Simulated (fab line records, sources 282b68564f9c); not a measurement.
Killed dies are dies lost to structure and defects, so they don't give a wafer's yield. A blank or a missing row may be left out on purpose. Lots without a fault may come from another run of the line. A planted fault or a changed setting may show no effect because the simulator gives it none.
fab line records | flow rit_cmos
record lots=14 wafers=42 last_day=7
route steps=202 shown GATE@88 M1@202
lots that met no fault: from a run of the same line without faults
start_h: hours from the record's first day to the start of the lot's first wafer shown | wait_h: hours since the lot's step before | " the same as in the row above | L1.1+2: a row that stands for several wafers | - no value, or no start given | * or withheld: withheld | < > ~ a bound
route shown NAME@n: a module of which the file shows steps, and the number in the route of the first | usual: mean/standard deviation of fault-free wafers | same: alike in all rows | chamber/n: place in a boat | sites: the reading at each site | _std_site: their standard deviation | _edge_site: outer sites' mean less inner sites' | radius_mm: how far each site lies from the wafer's centre | mask NAME#n: copy n | behind: the tool/chamber that last shaped the wafer | hold: why the lot was held/for how many hours/how that ended | device: the transistor (n, p or np) that didn't switch | end of line: the same wafers' tests at the end of the route | a step without rows: its recipe alone | killed: dies lost to structure and defects at the first sort, not the wafer's yield | map: a wafer's dies, x killed, . not, _ none there
set.NAME: the setting as run; set.NAME@STEP: as run at that earlier step | model.NAME: the simulator's own value behind a step, which no gauge read
steps of the route over a sample of lots; a table a step, a row a wafer
## steps
# step RIT_GATE_SOFTBAKE_12
# recipe resist=NOVOLAK temp_c=90 time_s=60
# usual exhaust_pa=45.0/0.91 heater_power_total_W=34.57/0.047 plate_temp_C=90.02/0.12 resist_line_temp_C=23.00/0.12
# columns lot.wafer tool chamber start_h wait_h exhaust_pa heater_power_total_W plate_temp_C resist_line_temp_C
L257.3 litho_track-03 0 35.47 0.1 44.8 34.58 90.25 22.93
L257.4 " 0 " " 45.5 34.63 90.01 23.06
L257.6 " 0 " " 45.8 34.60 90.03 22.85
L258.1 litho_track-03 0 40.51 0.1 45.3 34.49 90.13 23.29
L258.3 " 0 " " 45.3 34.51 90.06 23.12
L258.6 " 0 " " 45.7 34.58 90.04 23.06
L259.1 litho_track-04 0 46.02 0.1 45.5 34.57 89.97 22.97
L259.2 " 0 " " 46.0 34.47 89.87 22.99
L259.6 " 0 " " 46.6 34.53 89.98 23.16
L260.2 litho_track-04 0 52.63 0.1 45.2 34.55 90.12 23.01
L260.3 " 0 " " 44.4 34.46 90.14 22.92
L260.5 " 0 " " 44.7 34.61 90.07 22.86
L261.1 litho_track-01 0 59.11 0.1 44.5 34.52 89.91 22.86
L261.4 " 0 " " 44.7 34.49 89.79 22.81
L261.6 " 0 " " 43.6 34.57 89.74 23.04
L263.2 litho_track-03 0 65.00 0.1 44.5 34.58 90.00 22.98
L263.5 " 0 " " 44.1 34.51 89.91 23.00
L263.6 " 0 " " 44.9 34.52 89.83 23.03
L264.1 litho_track-04 0 71.73 0.1 44.9 34.59 90.00 23.03
L264.3 " 0 " " 45.3 34.56 89.85 23.03
L264.4 " 0 " " 44.9 34.60 89.85 23.09
L269.3 litho_track-01 0 98.04 0.1 44.2 34.56 89.95 23.04
L269.4 " 0 " " 45.3 34.54 89.81 22.88
L269.5 " 0 " " 44.6 34.49 89.96 23.10
L271.1 litho_track-04 0 105.99 0.1 46.0 35.57 91.76 23.07
L271.2 " 0 " " 44.3 35.66 91.82 23.23
L271.5 " 0 " " 44.8 35.59 91.99 23.05
L272.3 litho_track-04 0 112.06 0.1 47.0 35.55 91.85 23.11
L272.4 " 0 " " 45.8 35.70 91.87 23.13
L272.5 " 0 " " 44.5 35.59 92.00 23.20
L276.1 litho_track-03 0 134.28 0.1 44.2 34.55 90.03 22.90
L276.4 " 0 " " 42.8 34.62 90.00 23.12
L276.6 " 0 " " 45.0 34.54 89.94 22.98
L277.1 litho_track-01 0 139.23 0.1 46.3 34.53 89.90 23.01
L277.2 " 0 " " 45.8 34.53 90.03 23.10
L277.4 " 0 " " 45.7 34.55 89.91 23.01
L278.2 litho_track-01 0 144.44 0.1 44.7 34.61 90.00 22.95
L278.4 " 0 " " 43.4 34.62 90.31 23.02
L278.6 " 0 " " 43.7 34.59 90.29 22.83
L279.2 litho_track-01 0 149.16 0.1 45.5 34.57 89.97 23.04
L279.3 " 0 " " 45.2 34.51 90.05 23.13
L279.6 " 0 " " 44.6 34.63 90.00 23.09
# step RIT_M1_PROBE_99
# usual killed_at_M0_to_M3=0.0/0.083 killed_at_contacts=0.1/0.31 killed_at_front_end=6.3/3 killed_dies=6.4/3 killed_open=3/1.9 killed_short=3.4/1.9
# same gross_dies=264 killed_at_M4_up=0 killed_at_back_side=0 killed_at_other=0
# columns lot.wafer tool chamber start_h wait_h killed_at_M0_to_M3 killed_at_contacts killed_at_front_end killed_dies killed_open killed_short
L277.1 prober-01 - 161.92 0.1 0 0 7 7 6 1
L277.2 prober-01 - 161.97 0.1 0 0 3 3 1 2
L277.4 prober-01 - 162.07 0.2 0 0 15 15 7 8
# killed by level:class
L277.1 GATE:geometric_particle:open=4 REOX:geometric_particle:open=1 SPACER:geometric_particle:open=1 SPACER:geometric_particle:short=1
L277.2 FOX1:geometric_particle:short=1 REOX:geometric_particle:short=1 SPACER:geometric_particle:open=1
L277.4 GATE:geometric_particle:short=5 GATE:geometric_particle:open=4 FOX1:geometric_particle:short=1 FOX1:geometric_particle:open=1 FOX2:geometric_particle:short=1 FOX2:geometric_particle:open=1 SPACER:geometric_particle:open=1 SILICIDE:geometric_particle:short=1
## key
first_sign step=RIT_GATE_SOFTBAKE_12 reading=heater_power_total_W direction=up sigmas=22 usual=34.57 struck=35.61
effect step=RIT_GATE_SOFTBAKE_12 reading=plate_temp_C direction=up sigmas=16 usual=* struck=*
met_at RIT_GATE_SOFTBAKE_12
struck_lots L271,L272
tester_left_out L271,L272
onset_between 71.73 105.99
fault kind=process_parameter_drift tool=litho_track-04 chamber=- onset_h=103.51 steps=RIT_GATE_SOFTBAKE_12 channel=temp_c offset=* shape=step end_h=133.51 acts_in=* stated=*
# tester_left_out: of these lots the tester's yield and bins aren't shown, on N5 and GAA mostly nor the transistor test; their killed dies are dies lost to structure and defects alone, not to doping, threshold or leakage, so they don't give the yield
